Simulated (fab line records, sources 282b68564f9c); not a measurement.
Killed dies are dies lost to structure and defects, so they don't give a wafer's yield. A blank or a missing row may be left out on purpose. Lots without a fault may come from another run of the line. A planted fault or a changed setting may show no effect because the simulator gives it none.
fab line records | flow rit_cmos | part 2 of 2: steps 29 to 39 of 39
record lots=5 wafers=15 last_day=6
route steps=202 shown REOX@99 NLDD@103 PLDD@114 SPACER@125 NSD@131
lots that met no fault: from a run of the same line without faults
start_h: hours from the record's first day to the start of the lot's first wafer shown | wait_h: hours since the lot's step before | " the same as in the row above | L1.1+2: a row that stands for several wafers | - no value, or no start given | * or withheld: withheld | < > ~ a bound
route shown NAME@n: a module of which the file shows steps, and the number in the route of the first | usual: mean/standard deviation of fault-free wafers | same: alike in all rows | chamber/n: place in a boat | sites: the reading at each site | _std_site: their standard deviation | _edge_site: outer sites' mean less inner sites' | radius_mm: how far each site lies from the wafer's centre | mask NAME#n: copy n | behind: the tool/chamber that last shaped the wafer | hold: why the lot was held/for how many hours/how that ended | device: the transistor (n, p or np) that didn't switch | end of line: the same wafers' tests at the end of the route | a step without rows: its recipe alone | killed: dies lost to structure and defects at the first sort, not the wafer's yield | map: a wafer's dies, x killed, . not, _ none there
set.NAME: the setting as run; set.NAME@STEP: as run at that earlier step | model.NAME: the simulator's own value behind a step, which no gauge read
lots at some steps of the route; a table a step, a row a wafer
services: from which hour (start_h, from the record's first day; less than 0 if before it) a tool's chamber was out of use, for how many hours, and why
## steps
# step RIT_SPACER_CLEAN_02
# recipe chemistry=SC2 mix=3:3:50 time_s=600 temp_c=75 dry=n2_spin
# columns lot.wafer tool chamber start_h wait_h
L081.2+3+5 wet_bench-02 1 80.37 0.0
L085.1+3+6 wet_bench-03 0 100.87 0.0
L087.2+3+6 wet_bench-03 0 114.41 0.0
L090.1+3+6 wet_bench-02 0 125.86 0.0
L091.1+3+4 wet_bench-03 2 133.62 0.0
# step RIT_SPACER_CVD_03
# recipe material=Si3N4 target_thk_nm=250 temp_c=810 precursor=SiH2Cl2/NH3 time_s=3300 pressure_mtorr=300 sih2cl2_flow_sccm=60 nh3_flow_sccm=150
# columns lot.wafer tool chamber start_h wait_h
L081.2+3+5 lpcvd-02 1 80.56 0.0
L085.1+3+6 lpcvd-01 1 101.04 0.0
L087.2+3+6 lpcvd-01 1 114.58 0.0
L090.1+3+6 lpcvd-01 1 126.04 0.0
L091.1+3+4 lpcvd-02 1 133.80 0.0
# step RIT_SPACER_THK_MEAS_04
# recipe reads=Si3N4_of_SPACER_CVD_03
# usual SPACER_NITRIDE_THK=249.2/2.5
# columns lot.wafer tool chamber start_h wait_h SPACER_NITRIDE_THK[nm]
L081.2 film_metro-04 - 82.49 0.0 252.6
L081.3 " - " " 250.7
L081.5 " - " " 252.0
L085.1 film_metro-03 - 102.96 0.0 248.0
L085.3 " - " " 248.3
L085.6 " - " " 249.3
L087.2 film_metro-04 - 116.51 0.0 246.3
L087.3 " - " " 246.5
L087.6 " - " " 245.9
L090.1 film_metro-03 - 127.96 0.0 248.9
L090.3 " - " " 249.6
L090.6 " - " " 246.9
L091.1 film_metro-01 - 135.71 0.0 249.9
L091.3 " - " " 248.6
L091.4 " - " " 247.0
# step RIT_SPACER_ETCHBACK_05
# recipe target_depth_a=2500 SF6_flow_sccm=30 CHF3_flow_sccm=30 target=Si3N4 chemistry=SF6/CHF3 pressure_mtorr=40 rf_w=250 time_s=240 stop_on=SiO2
# usual drypump_motor_current_A=5.8/0.47 oes_product_au=0.843/0.013 throttle_valve_pct=10.24/0.14
# columns lot.wafer tool chamber start_h wait_h drypump_motor_current_A oes_product_au rf_hours_counter_h throttle_valve_pct
L081.2 rie_diel-02 0 82.54 0.0 5.8 0.843 7 10.30
L081.3 " 3 " " 5.9 0.855 136 10.28
L081.5 " 3 " " 5.9 0.856 - 10.30
L085.1 rie_diel-04 2 103.02 0.1 5.4 0.857 96 10.54
L085.3 " 1 " " 5.7 0.834 33 10.18
L085.6 " 0 " " 4.8 0.826 - 10.20
L087.2 rie_diel-02 3 116.56 0.0 5.9 0.838 137 10.29
L087.3 " 2 " " 5.6 0.843 72 10.13
L087.6 " 0 " " 5.8 0.837 - 10.30
L090.1 rie_diel-02 0 128.02 0.1 5.8 0.842 8 10.29
L090.3 " 2 " " 5.6 0.848 72 10.15
L090.6 " 3 " " 6.0 0.841 - 10.31
L091.1 rie_diel-03 3 135.77 0.1 6.7 0.858 4 10.34
L091.3 " 1 " " 5.5 0.841 35 10.09
L091.4 " 2 " " 6.3 0.825 137 10.18
# step RIT_NSD_HMDS_00
# recipe prime_time_s=60 prime_temp_c=140
# usual exhaust_pa=44.9/0.84
# columns lot.wafer tool chamber start_h wait_h exhaust_pa
L081.2 litho_track-02 0 82.72 0.1 44.2
L081.3 " 0 " " 43.2
L081.5 " 0 " " 45.4
L085.1 litho_track-03 0 103.17 0.1 44.4
L085.3 " 0 " " 45.0
L085.6 " 0 " " 45.6
L087.2 litho_track-01 0 116.73 0.1 44.7
L087.3 " 0 " " 45.4
L087.6 " 0 " " 45.3
L090.1 litho_track-02 0 128.17 0.1 44.3
L090.3 " 0 " " 44.8
L090.6 " 0 " " 45.3
L091.1 litho_track-03 0 135.92 0.1 44.1
L091.3 " 0 " " 44.1
L091.4 " 0 " " 42.3
# step RIT_NSD_COAT_01
# recipe resist=NOVOLAK spin_rpm=3250 resist_thk_nm=1000
# usual exhaust_pa=45.1/0.98
# columns lot.wafer tool chamber start_h wait_h exhaust_pa
L081.2 litho_track-02 0 82.86 0.1 46.3
L081.3 " 0 " " 45.0
L081.5 " 0 " " 44.8
L085.1 litho_track-03 0 103.32 0.1 46.4
L085.3 " 0 " " 44.4
L085.6 " 0 " " 45.2
L087.2 litho_track-01 0 116.88 0.1 44.9
L087.3 " 0 " " 45.3
L087.6 " 0 " " 44.2
L090.1 litho_track-02 0 128.32 0.1 46.1
L090.3 " 0 " " 44.2
L090.6 " 0 " " 45.1
L091.1 litho_track-03 0 136.07 0.1 45.8
L091.3 " 0 " " 45.8
L091.4 " 0 " " 46.9
# step RIT_NSD_SOFTBAKE_02
# recipe resist=NOVOLAK temp_c=90 time_s=60
# usual exhaust_pa=45.0/0.81
# columns lot.wafer tool chamber start_h wait_h exhaust_pa
L081.2 litho_track-02 0 83.02 0.1 44.7
L081.3 " 0 " " 45.0
L081.5 " 0 " " 44.6
L085.1 litho_track-03 0 103.47 0.1 45.9
L085.3 " 0 " " 45.2
L085.6 " 0 " " 45.0
L087.2 litho_track-01 0 117.03 0.1 45.5
L087.3 " 0 " " 46.1
L087.6 " 0 " " 45.6
L090.1 litho_track-02 0 128.47 0.1 45.1
L090.3 " 0 " " 45.2
L090.6 " 0 " " 43.7
L091.1 litho_track-03 0 136.22 0.1 44.4
L091.3 " 0 " " 44.2
L091.4 " 0 " " 45.1
# step RIT_NSD_EXPOSE_03
# recipe mask_id=M9 na=0.57 target_cd_nm=40700 dose_mj=250
# usual reticle_temp_C=23.00/0.13
# columns lot.wafer tool chamber start_h wait_h mask reticle_temp_C
L081.2 iline_stepper-02 0 83.16 0.1 M9#0 23.13
L081.3 " 0 " " M9#0 23.23
L081.5 " 0 " " M9#0 22.99
L085.1 iline_stepper-01 0 103.62 0.1 M9#0 22.91
L085.3 " 0 " " M9#0 23.23
L085.6 " 0 " " M9#0 22.91
L087.2 iline_stepper-01 0 117.18 0.1 M9#0 22.99
L087.3 " 0 " " M9#0 23.07
L087.6 " 0 " " M9#0 22.91
L090.1 iline_stepper-02 0 128.74 0.2 M9#0 22.92
L090.3 " 0 " " M9#0 23.03
L090.6 " 0 " " M9#0 22.92
L091.1 iline_stepper-02 0 136.37 0.1 M9#0 23.12
L091.3 " 0 " " M9#0 23.03
L091.4 " 0 " " M9#0 23.09
# step RIT_NSD_PEB_04
# recipe resist=NOVOLAK temp_c=withheld time_s=withheld
# usual exhaust_pa=45.1/0.85
# columns lot.wafer tool chamber start_h wait_h exhaust_pa
L081.2 litho_track-03 0 83.28 0.1 44.3
L081.3 " 0 " " 44.5
L081.5 " 0 " " 45.6
L085.1 litho_track-03 0 103.74 0.1 45.0
L085.3 " 0 " " 44.3
L085.6 " 0 " " 46.6
L087.2 litho_track-02 0 117.30 0.1 43.9
L087.3 " 0 " " 44.1
L087.6 " 0 " " 44.2
L090.1 litho_track-03 0 128.93 0.2 46.3
L090.3 " 0 " " 47.5
L090.6 " 0 " " 46.2
L091.1 litho_track-03 0 136.49 0.1 43.9
L091.3 " 0 " " 43.6
L091.4 " 0 " " 43.7
# step RIT_NSD_DEVELOP_05
# recipe resist=NOVOLAK develop_time_s=50 dev_temp_c=23
# usual developer_temp_C=23.02/0.11 exhaust_pa=45.1/0.87
# columns lot.wafer tool chamber start_h wait_h developer_temp_C exhaust_pa
L081.2 litho_track-03 0 - - 23.07 43.9
L081.3 " 0 " " 23.00 45.7
L081.5 " 0 " " 23.00 45.2
L085.1 litho_track-03 0 - - 22.87 44.9
L085.3 " 0 " " 23.00 44.6
L085.6 " 0 " " 22.97 44.8
L087.2 litho_track-02 0 - - 23.20 44.2
L087.3 " 0 " " 23.31 44.6
L087.6 " 0 " " 23.24 45.1
L090.1 litho_track-03 0 - - 22.97 44.1
L090.3 " 0 " " 22.81 45.6
L090.6 " 0 " " 23.08 43.5
L091.1 litho_track-03 0 - - 23.06 46.9
L091.3 " 0 " " 22.93 46.9
L091.4 " 0 " " 23.13 46.1
# step RIT_NSD_OVL_MEAS_06
# usual NSD_OVL=1.1/1.3
# columns lot.wafer tool chamber start_h wait_h NSD_OVL[nm]
L081.2 overlay-01 - 83.55 - 3.0
L081.3 " - " " 2.6
L081.5 " - " " 0.8
L085.1 overlay-02 - 104.02 - -0.6
L085.3 " - " " 3.1
L085.6 " - " " 0.5
L087.2 overlay-01 - 117.56 - 2.8
L087.3 " - " " 1.0
L087.6 " - " " 2.5
L090.1 overlay-02 - 129.21 - 1.4
L090.3 " - " " 1.9
L090.6 " - " " 3.1
L091.1 overlay-02 - 136.77 - -0.8
L091.3 " - " " 2.5
L091.4 " - " " -0.4
## services
# columns tool chamber start_h hours kind
plasma_asher-03 - 57.75 28.1 pm
implanter-02 - 63.05 8.7 repair
iline_stepper-02 - 64.92 4.4 pm
implanter-04 - 66.61 0.9 repair
rie_diel-03 - 70.76 10.0 pm
implanter-02 - 71.75 4.6 pm
lpcvd-01 - 74.55 0.8 repair
implanter-02 - 74.58 5.2 repair
rie_diel-04 2 79.64 9.2 repair
rie_diel-03 0 87.35 15.6 repair
implanter-04 - 89.28 13.6 repair
implanter-04 - 92.22 3.7 repair
implanter-02 - 94.75 9.8 pm
rie_diel-04 1 96.51 3.7 repair
wet_bench-01 - 102.91 1.9 pm
plasma_asher-03 - 105.49 1.6 repair
plasma_asher-03 - 108.75 9.0 pm
plasma_asher-03 0 108.75 9.0 vent_cycle
plasma_asher-03 1 108.75 9.0 vent_cycle
plasma_asher-01 - 111.83 4.1 repair
plasma_asher-03 0 117.75 - clean
iline_stepper-01 0 127.23 - calibration
implanter-01 - 128.43 8.8 repair
lpcvd-01 - 135.71 6.0 pm
